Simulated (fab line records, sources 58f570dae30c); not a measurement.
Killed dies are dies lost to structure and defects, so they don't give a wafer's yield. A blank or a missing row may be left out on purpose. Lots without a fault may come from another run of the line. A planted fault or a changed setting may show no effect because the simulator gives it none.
One fault seen from 2 desks | flow berkeley_cmos170 | each desk has only its own numbers; what lay behind them comes last

THE TOOL OWNER'S DESK: pecvd-03
The tool's own readings at UCB170_SPACER_CVD_00 (deposits SiO2 from TEOS/O2, target thk 376 nm, time 47 s): means of the sampled wafers that have a number, for each lot that ran on this tool. A lot is out of limits, marked OUT, if its mean lies more than 4 standard deviations from the usual mean; the brackets give that distance.
Columns: A = heater_power_w at UCB170_SPACER_CVD_00, usual 277 W; B = susceptor_temp_C at UCB170_SPACER_CVD_00, usual 390.01 C
lot  | first seen here | A   | B
L929 | day 7 08:01     | 286 | 390.01
L928 | day 7 09:44     | 335 | 389.99
L933 | day 8 20:08     | 275 | 390.16
L936 | day 9 20:19     | 323 | 389.99
L939 | day 9 21:02     | 301 | 390.13
This desk's finding: nothing out of limits on any of the 5 lots.

THE METROLOGY DESK
What the gauges read, lot by lot, whatever tool the lot ran on: means of the sampled wafers that have a number. A lot is out of limits, marked OUT, if its mean lies more than 4 standard deviations from the usual mean; the brackets give that distance.
Columns: A = V2_OVL at UCB170_V2_OVL_MEAS_13, usual 0 nm; B = cd_nm at UCB170_M3_CD_MEAS_90, usual 699.8 nm; C = M3_BOW at UCB170_M3_BOW_MEAS_20, usual 34 um
lot  | first seen here | A   | B     | C
L929 | day 8 19:57     | -1  | 699.8 | 39
L926 | day 8 20:40     | -7  | 700.4 | 40
L925 | day 8 21:23     | -11 | 695.2 | 33
L928 | day 9 04:08     | 3   | 700.2 | 39
L927 | day 9 04:17     | 5   | 698.2 | 25
L933 | day 9 23:00     | -5  | 698.3 | 32
L932 | day 10 00:06    | 3   | 699.9 | 33
L934 | day 10 01:01    | 2   | 698.3 | 34
L936 | day 11 05:59    | -1  | 702.1 | 39
L940 | day 11 06:11    | -2  | 697.1 | 35
L935 | day 11 06:16    | 1   | 699.2 | 33
L939 | day 11 06:28    | -1  | 700.7 | 31
L942 | day 11 22:44    | -3  | 699.7 | 31
L944 | day 12 01:25    | 9   | 701.9 | 42
L945 | day 12 12:20    | -5  | 700.1 | 34
This desk's finding: nothing out of limits on any of the 15 lots.

PUT TOGETHER
The tool owner's desk saw nothing out of limits.
The metrology desk saw nothing out of limits.

WHAT THE SIMULATOR HAD PUT IN
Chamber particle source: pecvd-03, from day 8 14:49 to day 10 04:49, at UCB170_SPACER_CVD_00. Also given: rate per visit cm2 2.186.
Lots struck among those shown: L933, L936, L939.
